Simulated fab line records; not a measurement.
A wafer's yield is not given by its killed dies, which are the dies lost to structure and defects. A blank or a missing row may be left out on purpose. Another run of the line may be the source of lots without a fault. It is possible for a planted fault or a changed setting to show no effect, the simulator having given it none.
One fault through the eyes of 2 desks | flow ritCmos | each desk has only its own numbers; what lay behind them comes last

TOOL OWNER'S DESK, pecvd-01
The tool's own readings at RIT_CONTACT_CVD_00 (deposits SiO2 from TEOS, target thk 400 nm, time 61 s): means of the sampled wafers that have a number, for each lot that ran on this tool. If a lot's mean is further than 4 standard deviations from the usual mean, the lot is out of limits and carries the mark OUT (the distance appears in the brackets).
Columns: A = heaterPowerW at RIT_CONTACT_CVD_00, usual 308 W; B = runLengthS at RIT_CONTACT_CVD_00, usual 89.0 s
lot  | first seen here | A   | B
L480 | day 3 12:59     | 291 | 88.6
L483 | day 4 08:25     | 326 | 88.8
L486 | day 4 23:41     | 272 | 88.3
L495 | day 6 20:39     | 327 | 96.8 (+14) OUT
Finding of this desk: L495 out of limits; the first was L495 at day 6 20:39, on runLengthS at RIT_CONTACT_CVD_00. L480, L483, L486: within limits.

FROM THE METROLOGY DESK
Lot by lot, what the gauges showed, no matter which tool ran the lot: averages of those sampled wafers that carry a number. If a lot's mean is further than 4 standard deviations from the usual mean, the lot is out of limits and carries the mark OUT (the distance appears in the brackets).
Columns: A = FOX2_OXIDE_THK at RIT_FOX2_THK_MEAS_01, usual 353 nm; B = FIELD_OXIDE_LEFT_1_THK at RIT_FOX2_THK_MEAS_90, usual 325 nm; C = NLDD_OVL at RIT_NLDD_OVL_MEAS_06, usual 0.4 nm; D = CONTACT_TEOS_THK at RIT_CONTACT_THK_MEAS_01, usual 401 nm
lot  | first seen here | A   | B   | C    | D
L480 | day 2 04:24     | 358 | 331 | 2.3  | 402
L481 | day 2 09:29     | 353 | 326 | 0.8  | 401
L482 | day 2 16:08     | 354 | 326 | 1.3  | 397
L483 | day 2 21:56     | 355 | 329 | 1.2  | 399
L484 | day 3 02:57     | 338 | 311 | -0.4 | 398
L485 | day 3 05:44     | 347 | 319 | -1.6 | 405
L486 | day 3 11:47     | 354 | 328 | 1.0  | 397
L491 | day 4 11:23     | 359 | 333 | 0.7  | 403
L495 | day 5 11:16     | 351 | 324 | -0.1 | 449 (+11) OUT
L496 | day 5 13:24     | 356 | 329 | -1.0 | 400
L497 | day 5 17:32     | 351 | 323 | 2.2  | 395
L499 | day 6 05:36     | 349 | 321 | -1.2 | 399
L500 | day 6 10:46     | 362 | 334 | 0.6  | 399
This desk finds L495 out of limits, with the earliest case on L495 at day 6 20:43 (CONTACT_TEOS_THK at RIT_CONTACT_THK_MEAS_01). L480, L481, L482, L483, L484, L485, L486, L491, L496, L497, L499, L500: within limits.

ALL TOGETHER
The tool owner's desk had the chance to raise an alarm at day 6 20:39 on L495.
An alarm was possible from the metrology desk at day 6 20:43, on L495.
On pecvd-01, each named lot ran RIT_CONTACT_CVD_00.

WHAT HAD BEEN PUT IN BY THE SIMULATOR
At RIT_CONTACT_CVD_00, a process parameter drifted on pecvd-01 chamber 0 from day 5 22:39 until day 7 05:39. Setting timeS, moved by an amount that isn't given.
Struck lots among those shown: L495.
Hours from the fault's start to each desk's first reading out of limits: the tool owner's desk, 22; the metrology desk, 22.
